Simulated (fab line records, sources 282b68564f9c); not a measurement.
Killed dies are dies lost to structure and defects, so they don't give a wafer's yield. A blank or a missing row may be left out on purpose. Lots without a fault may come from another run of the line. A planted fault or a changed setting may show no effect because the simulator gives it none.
A struck lot beside a sound one | flow rit_cmos | 14 steps out of a route of 202
Sound: wafers L439.2, L439.4, L439.6. Struck: wafers L446.1, L446.3, L446.6. The cause comes at the end.
At each step with rows: each side's tool, then ch and its chambers, then its first start. Under that, the readings that differ: sound wafers | struck wafers | difference of the means | sigmas: that difference in standard deviations of wafers without a fault.
alike: readings whose means differ by less than 2 such deviations, and words and numbers that are the same on both sides. not compared: withheld readings, readings that some wafer has no value for, bounds like >300 that may hide the same value, and numbers for which the record gives no deviation and whose values overlap.
The two part at a step that has a row with sigmas, a row that says differs or no value, or rows on one side only. Numbers that don't overlap but have no deviation are shown without sigmas and don't part them. A reading that every wafer of one side lacks parts them only if that side has two wafers or more.

first, 2 steps without rows for these wafers: RIT_SPACER_CLEAN_02 (cleans in SC2, time 600 s); RIT_SPACER_CVD_03 (deposits Si3N4 from SiH2Cl2/NH3, target thk 250 nm, time 3300 s).
RIT_SPACER_THK_MEAS_04:
  sound on film_metro-01, day 3 08:28; struck on film_metro-03, day 5 00:13
  alike: SPACER_NITRIDE_THK
RIT_SPACER_ETCHBACK_05: etches Si3N4 in SF6/CHF3, stops on SiO2, target depth 250 nm, time 240 s.
  sound on rie_diel-01 ch 0,1, day 3 08:31; struck on rie_diel-02 ch 0,1,3, day 5 00:17
  alike: SF6_flow_sccm, drypump_motor_current_A, oes_product_au, rf_fwd_power_W, throttle_valve_pct
  not compared: rf_hours_counter_h
then, 6 steps without rows for these wafers: RIT_NSD_HMDS_00 (prime time 60 s); RIT_NSD_COAT_01 (resist thk 1000 nm); RIT_NSD_SOFTBAKE_02 (time 60 s); RIT_NSD_EXPOSE_03 (exposes mask M9, target cd 40700 nm); RIT_NSD_PEB_04; RIT_NSD_DEVELOP_05 (develop time 50 s).
RIT_NSD_OVL_MEAS_06:
  sound on overlay-01, day 3 09:31; struck on overlay-02, day 5 01:25
  alike: NSD_OVL
then, 1 step without rows for these wafers: RIT_NSD_HARDBAKE_07 (time 60 s).
RIT_NSD_IMPLANT_08:
  sound on implanter-04 ch 0, day 3 09:43; struck on implanter-04 ch 0, day 5 01:35
  reading                   | sound                | struck               | difference | sigmas
  beam_energy_keV           | 25.005 25.004 25.011 | 24.140 24.144 24.147 | -0.863     | -99 or more
  model.implant.drp_nm (nm) | 14.84 14.84 14.84    | 14.53 14.53 14.53    | -0.31      |
RIT_NSD_STRIP_09: strips in O2, time 180 s.
  sound on plasma_asher-02 ch 0,1, day 3 09:51; struck on plasma_asher-02 ch 1, day 5 01:44
  alike: drypump_motor_current_A
  not compared: rf_hours_counter_h

WHERE THEY PART
Only at RIT_NSD_IMPLANT_08, within this record. Later steps at which nothing parts them and some readings are alike: RIT_NSD_STRIP_09.

WHY: what the simulator had put in
Process parameter drift: implanter-04, from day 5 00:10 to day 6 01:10, at RIT_NSD_IMPLANT_08. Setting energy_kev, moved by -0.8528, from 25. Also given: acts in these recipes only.
